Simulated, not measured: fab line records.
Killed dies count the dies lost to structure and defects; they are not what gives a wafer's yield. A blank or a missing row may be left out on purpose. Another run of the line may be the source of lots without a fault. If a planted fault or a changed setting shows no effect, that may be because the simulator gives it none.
fab line records	flow rit-cmos
record: lots: 14	wafers: 42	last-day: 19
route steps=202 shown ACTIVE@12 PRETRO@72 PLDD@124 SILICIDE@162 M1@202
lots untouched by any fault: they come from a run of this same line in which no faults occurred
start-h: hours from the record's opening day to when the first of the lot's shown wafers began	wait-h: how many hours have passed since the lot's step before this one	" the same as in the row above	L1.1+2: a single row standing in for several wafers	- either no value or no given start	* or withheld: withheld	< > ~ a bound
route shown NAME@n: names a module that has steps shown in the file, with the first one's number in the route	usual: average and standard deviation across the fault-free wafers	same: alike in all rows	chamber/n: place in a boat	sites: readings site by site	_std_site: their standard deviation	_edge_site: the outer-site mean with the inner-site mean subtracted	radius-mm: how far each site lies from the wafer's centre	mask NAME#n: copy n	behind: tool/chamber where the wafer was last shaped	hold: why the lot went on hold/how many hours it stayed there/how the hold came to an end	device: transistor that didn't switch, given as n, p or np	end of line: tests of these same wafers at the route's end	step lacking rows: just its recipe	killed: the dies lost at the first sort to structure and to defects; this is not the yield of the wafer	map: dies across one wafer; x = killed, . = not, _ = none there
set.NAME: the setting the step ran with; set.NAME@STEP: the setting that earlier step ran with	model.NAME: the simulator's own value behind a step, which no gauge read
steps of the route over a sample of lots; a table a step, a row a wafer
services: when a tool's chamber went out of use (start-h, in hours from the record's first day, below 0 if earlier), for how many hours, and the reason
== steps ==
step: RIT_ACTIVE_CD_MEAS_11
recipe: target-cd-nm: 1400
usual: cd-nm: 1400.6/1.9
lot.wafer	tool	chamber	start-h	wait-h	cd-nm
L990.1	cd-sem-02	-	14.56	-	1399.6
L990.2	"	-	"	"	1398.5
L990.5	"	-	"	"	1399.7
L992.2	cd-sem-01	-	26.32	-	1402.8
L992.4	"	-	"	"	1402.6
L992.6	"	-	"	"	1402.6
L993.1	cd-sem-01	-	29.59	-	1399.7
L993.2	"	-	"	"	1397.9
L993.6	"	-	"	"	1399.7
L996.1	cd-sem-01	-	44.82	-	1400.5
L996.2	"	-	"	"	1400.3
L996.4	"	-	"	"	1400.7
L997.2	cd-sem-01	-	49.72	-	1399.3
L997.5	"	-	"	"	1401.5
L997.6	"	-	"	"	1399.9
L100.3	cd-sem-01	-	67.61	-	1400.8
L100.4	"	-	"	"	1400.5
L100.5	"	-	"	"	1400.3
L101.3	cd-sem-01	-	69.48	-	1399.6
L101.4	"	-	"	"	1401.9
L101.5	"	-	"	"	1401.9
L103.1	cd-sem-01	-	81.19	-	1400.2
L103.4	"	-	"	"	1403.5
L103.6	"	-	"	"	1402.1
L105.2	cd-sem-01	-	92.77	-	1402.6
L105.4	"	-	"	"	1402.0
L105.6	"	-	"	"	1399.9
L106.2	cd-sem-01	-	95.34	-	1400.9
L106.3	"	-	"	"	1400.0
L106.4	"	-	"	"	1401.2
L108.2	cd-sem-01	-	105.51	-	1398.9
L108.3	"	-	"	"	1401.2
L108.6	"	-	"	"	1400.3
L111.2	cd-sem-01	-	121.12	-	1398.9
L111.3	"	-	"	"	1398.7
L111.6	"	-	"	"	1400.7
L112.2	cd-sem-02	-	125.59	-	1399.1
L112.4	"	-	"	"	1397.8
L112.5	"	-	"	"	1397.1
L113.2	cd-sem-01	-	129.58	-	1399.8
L113.5	"	-	"	"	1398.9
L113.6	"	-	"	"	1401.2
step: RIT_PRETRO_IMPLANT_08
recipe: species: B	energy-kev: 45	dose-cm2: 1.2e+13	tilt-deg: 7
usual: dose-ions-cm2: 1.1998e+13/1.2e+10	faraday-current-uA: 38.1/0.67
lot.wafer	tool	chamber	start-h	wait-h	dose-ions-cm2	faraday-current-uA
L990.1	implanter-02	0	33.03	0.2	1.2019e+13	37.4
L990.2	"	0	"	"	1.2012e+13	38.6
L990.5	"	0	"	"	1.2013e+13	37.6
L992.2	implanter-02	0	43.48	0.2	1.2004e+13	38.4
L992.4	"	0	"	"	1.1996e+13	38.8
L992.6	"	0	"	"	1.2e+13	38.3
L993.1	implanter-04	0	48.20	0.2	1.1987e+13	38.9
L993.2	"	0	"	"	1.2002e+13	37.6
L993.6	"	0	"	"	1.1998e+13	37.9
L996.1	implanter-04	0	65.63	0.2	1.1981e+13	37.7
L996.2	"	0	"	"	1.2002e+13	38.2
L996.4	"	0	"	"	1.1997e+13	38.3
L997.2	implanter-04	0	72.60	0.2	1.1984e+13	39.7
L997.5	"	0	"	"	1.1988e+13	37.2
L997.6	"	0	"	"	1.1983e+13	37.9
L100.3	implanter-01	0	87.49	0.2	1.199e+13	37.9
L100.4	"	0	"	"	1.1993e+13	37.1
L100.5	"	0	"	"	1.2002e+13	38.6
L101.3	implanter-01	0	90.28	0.2	1.201e+13	37.6
L101.4	"	0	"	"	1.1988e+13	36.6
L101.5	"	0	"	"	1.1987e+13	37.7
L103.1	implanter-04	0	101.37	0.2	1.1992e+13	39.1
L103.4	"	0	"	"	1.2009e+13	37.9
L103.6	"	0	"	"	1.1996e+13	38.2
L105.2	implanter-01	0	114.12	0.2	1.1984e+13	38.8
L105.4	"	0	"	"	1.1995e+13	38.3
L105.6	"	0	"	"	1.1994e+13	38.1
L106.2	implanter-04	0	118.89	0.2	2.342e+13	74.3
L106.3	"	0	"	"	2.341e+13	73.1
L106.4	"	0	"	"	2.3439e+13	72.8
L108.2	implanter-04	0	127.07	0.2	2.342e+13	74.8
L108.3	"	0	"	"	2.3422e+13	71.7
L108.6	"	0	"	"	2.3389e+13	73.1
L111.2	implanter-01	0	139.60	0.2	1.2004e+13	39.0
L111.3	"	0	"	"	1.2001e+13	37.8
L111.6	"	0	"	"	1.2e+13	37.3
L113.2	implanter-02	0	147.22	0.2	1.1987e+13	37.9
L113.5	"	0	"	"	1.2006e+13	37.9
L113.6	"	0	"	"	1.1987e+13	38.3
L112.2	implanter-04	0	420.74	0.2	1.1999e+13	37.8
L112.4	"	0	"	"	1.2013e+13	38.0
L112.5	"	0	"	"	1.1982e+13	39.2
step: RIT_PRETRO_TW_MEAS_10
usual: PRETRO_TW: 478/5.4
lot.wafer	tool	chamber	start-h	wait-h	PRETRO_TW
L990.1	film-metro-02	-	33.36	0.1	484
L990.2	"	-	"	"	484
L990.5	"	-	"	"	482
L992.2	film-metro-02	-	43.79	0.1	484
L992.4	"	-	"	"	483
L992.6	"	-	"	"	484
L993.1	film-metro-02	-	48.52	0.1	485
L993.2	"	-	"	"	484
L993.6	"	-	"	"	482
L996.1	film-metro-02	-	65.95	0.1	482
L996.2	"	-	"	"	483
L996.4	"	-	"	"	485
L997.2	film-metro-04	-	72.91	0.1	476
L997.5	"	-	"	"	474
L997.6	"	-	"	"	475
L100.3	film-metro-03	-	87.78	0.1	474
L100.4	"	-	"	"	473
L100.5	"	-	"	"	471
L101.3	film-metro-04	-	90.57	0.1	475
L101.4	"	-	"	"	474
L101.5	"	-	"	"	476
L103.1	film-metro-03	-	101.70	0.1	471
L103.4	"	-	"	"	468
L103.6	"	-	"	"	470
L105.2	film-metro-02	-	114.43	0.1	484
L105.4	"	-	"	"	482
L105.6	"	-	"	"	480
L106.2	film-metro-02	-	119.20	0.1	594
L106.3	"	-	"	"	590
L106.4	"	-	"	"	593
L108.2	film-metro-03	-	127.38	0.1	578
L108.3	"	-	"	"	579
L108.6	"	-	"	"	582
L111.2	film-metro-04	-	139.91	0.1	472
L111.3	"	-	"	"	474
L111.6	"	-	"	"	474
L113.2	film-metro-04	-	147.53	0.1	475
L113.5	"	-	"	"	474
L113.6	"	-	"	"	475
L112.2	film-metro-04	-	421.05	0.1	480
L112.4	"	-	"	"	482
L112.5	"	-	"	"	478
step: RIT_PLDD_TW_MEAS_10
usual: PLDD_TW: 2341/14
lot.wafer	tool	chamber	start-h	wait-h	PLDD_TW
L990.1	film-metro-03	-	44.96	0.1	2346
L990.2	"	-	"	"	2325
L990.5	"	-	"	"	2339
L992.2	film-metro-03	-	60.61	0.1	2325
L992.4	"	-	"	"	2310
L992.6	"	-	"	"	2318
L993.1	film-metro-03	-	67.65	0.1	2328
L993.2	"	-	"	"	2311
L993.6	"	-	"	"	2326
L996.1	film-metro-01	-	78.98	0.1	2339
L996.2	"	-	"	"	2335
L996.4	"	-	"	"	2345
L997.2	film-metro-04	-	86.75	0.1	2336
L997.5	"	-	"	"	2351
L997.6	"	-	"	"	2351
L100.3	film-metro-04	-	104.92	0.1	2332
L100.4	"	-	"	"	2338
L100.5	"	-	"	"	2354
L101.3	film-metro-04	-	105.16	0.1	2334
L101.4	"	-	"	"	2332
L101.5	"	-	"	"	2342
L103.1	film-metro-01	-	119.40	0.1	2366
L103.4	"	-	"	"	2369
L103.6	"	-	"	"	2369
L105.2	film-metro-01	-	126.95	0.1	2353
L105.4	"	-	"	"	2350
L105.6	"	-	"	"	2355
L106.2	film-metro-04	-	134.56	0.1	2333
L106.3	"	-	"	"	2335
L106.4	"	-	"	"	2331
L108.2	film-metro-01	-	140.36	0.1	2359
L108.3	"	-	"	"	2358
L108.6	"	-	"	"	2356
L111.2	film-metro-01	-	154.66	0.1	2339
L111.3	"	-	"	"	2348
L111.6	"	-	"	"	2352
L113.2	film-metro-01	-	160.16	0.1	2338
L113.5	"	-	"	"	2353
L113.6	"	-	"	"	2346
L112.2	film-metro-04	-	435.07	0.1	2365
L112.4	"	-	"	"	2360
L112.5	"	-	"	"	2359
step: RIT_SILICIDE_SPUTTER_01
recipe: material: Ti	target-thk-nm: 30	power-w: 350	chamber-pressure-pa: 0.667	gas: Ar	time-s: 240	substrate-temp-c: 25
usual: throttle-valve-pct: 29.4/0.94
lot.wafer	tool	chamber	start-h	wait-h	throttle-valve-pct
L990.1	pvd-sputter-03	-	51.52	0.0	30.9
L990.2	"	-	"	"	28.6
L990.5	"	-	"	"	31.2
L992.2	pvd-sputter-01	-	68.00	0.0	29.7
L992.4	"	-	"	"	30.0
L992.6	"	-	"	"	29.7
L993.1	pvd-sputter-01	-	74.35	0.0	28.8
L993.2	"	-	"	"	28.9
L993.6	"	-	"	"	28.6
L996.1	pvd-sputter-01	-	86.32	0.0	29.6
L996.2	"	-	"	"	28.8
L996.4	"	-	"	"	28.8
L997.2	pvd-sputter-03	-	93.18	0.0	31.4
L997.5	"	-	"	"	28.6
L997.6	"	-	"	"	31.1
L100.3	pvd-sputter-03	-	111.59	0.0	29.5
L100.4	"	-	"	"	28.7
L100.5	"	-	"	"	31.1
L101.3	pvd-sputter-01	-	112.92	0.0	30.1
L101.4	"	-	"	"	28.7
L101.5	"	-	"	"	28.9
L103.1	pvd-sputter-01	-	126.83	0.0	29.6
L103.4	"	-	"	"	30.0
L103.6	"	-	"	"	29.7
L105.2	pvd-sputter-03	-	133.69	0.0	31.1
L105.4	"	-	"	"	29.5
L105.6	"	-	"	"	31.5
L106.2	pvd-sputter-03	-	141.60	0.0	28.7
L106.3	"	-	"	"	31.2
L106.4	"	-	"	"	29.5
L108.2	pvd-sputter-01	-	147.05	0.0	28.7
L108.3	"	-	"	"	28.6
L108.6	"	-	"	"	29.9
L111.2	pvd-sputter-03	-	161.10	0.0	28.6
L111.3	"	-	"	"	30.9
L111.6	"	-	"	"	31.3
L113.2	pvd-sputter-04	-	166.54	0.0	28.4
L113.5	"	-	"	"	29.6
L113.6	"	-	"	"	27.8
L112.2	pvd-sputter-01	-	442.48	0.0	30.0
L112.4	"	-	"	"	28.6
L112.5	"	-	"	"	28.7
step: RIT_M1_PROBE_99
usual: killed-at-contacts: 0.1/0.27	killed-at-front-end: 6/3	killed-dies: 7/3	killed-open: 3.1/2	killed-short: 3.4/2
same: gross-dies: 264	killed_at_M0_to_M3: 0	killed_at_M4_up: 0	killed-at-back-side: 0	killed-at-other: 0
lot.wafer	tool	chamber	start-h	wait-h	killed-at-contacts	killed-at-front-end	killed-dies	killed-open	killed-short
L996.1	prober-01	-	93.30	0.1	0	12	12	4	8
L996.2	prober-01	-	93.35	0.1	0	3	3	1	2
L996.4	prober-01	-	93.45	0.2	0	3	3	2	1
L103.1	prober-02	-	133.72	0.1	0	0	0	0	0
L103.4	prober-02	-	133.87	0.2	0	3	3	3	0
L103.6	prober-02	-	133.97	0.2	0	2	2	0	2
killed by level:class
L996.1 SPACER:geometric-particle:short=5 SPACER:geometric-particle:open=3 FOX1:geometric-particle:short=1 GATE:geometric-particle:short=1 REOX:geometric-particle:short=1 REOX:geometric-particle:open=1
L996.2 GATE:geometric-particle:short=2 GATE:geometric-particle:open=1
L996.4 REOX:geometric-particle:open=1 SPACER:geometric-particle:short=1 SILICIDE:geometric-particle:open=1
L103.1
L103.4 SPACER:geometric-particle:open=2 GATE:geometric-particle:open=1
L103.6 FOX1:geometric-particle:short=1 REOX:geometric-particle:short=1
== services ==
tool	chamber	start-h	hours	kind
implanter-01	-	30.53	3.9	pm
implanter-02	-	34.70	0.8	repair
pvd-sputter-04	-	48.92	102.6	repair
implanter-04	-	76.29	4.6	pm
pvd-sputter-04	-	79.38	13.1	repair
pvd-sputter-03	-	85.99	0.6	repair
implanter-01	-	97.06	5.9	repair
pvd-sputter-03	-	97.40	8.0	repair
implanter-02	-	101.02	1.8	repair
pvd-sputter-01	-	105.71	5.2	repair
implanter-04	-	161.84	0.6	repair
pvd-sputter-03	-	181.97	2.9	repair
implanter-02	-	190.79	1.1	repair
implanter-04	-	295.99	1.1	repair
implanter-04	-	305.97	5.7	pm
implanter-04	-	317.12	3.6	repair
implanter-04	-	320.70	1.9	repair
implanter-04	-	339.71	0.6	repair
implanter-02	-	341.86	5.4	pm
implanter-02	-	347.35	5.4	pm
implanter-02	-	378.45	64.7	pm
pvd-sputter-01	-	388.73	24.6	repair
implanter-04	-	406.63	1.3	repair
implanter-01	-	433.68	3.0	pm
== key ==
first-sign: step: RIT_PRETRO_IMPLANT_08	reading: dose-ions-cm2	direction: up	sigmas: 99+	usual: 1.1998e+13	struck: 2.3417e+13
effect: step: RIT_PRETRO_IMPLANT_08	reading: faraday-current-uA	direction: up	sigmas: 52	usual: 38.1	struck: 73.3
effect: step: RIT_PRETRO_TW_MEAS_10	reading: PRETRO_TW	direction: up	sigmas: 20	usual: 478	struck: 586
met-at RIT_PRETRO_IMPLANT_08
struck-lots L106,L108
tester-left-out L106,L108
not-acting-at RIT_ACTIVE_CD_MEAS_11,RIT_PLDD_TW_MEAS_10,RIT_SILICIDE_SPUTTER_01
onset-between 101.37 118.89
fault: kind: process-parameter-drift	tool: implanter-04	chamber: -	onset-h: 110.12	steps: RIT_PRETRO_IMPLANT_08	channel: dose-cm2	offset: 1.1408e+13	shape: step	end-h: 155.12	acts-in: these-recipes-only	stated: 1.2e+13
tester-left-out: of these lots the tester's yield and bins aren't shown, on N5 and GAA mostly nor the transistor test; their killed dies are dies lost to structure and defects alone, not to doping, threshold or leakage, so they don't give the yield
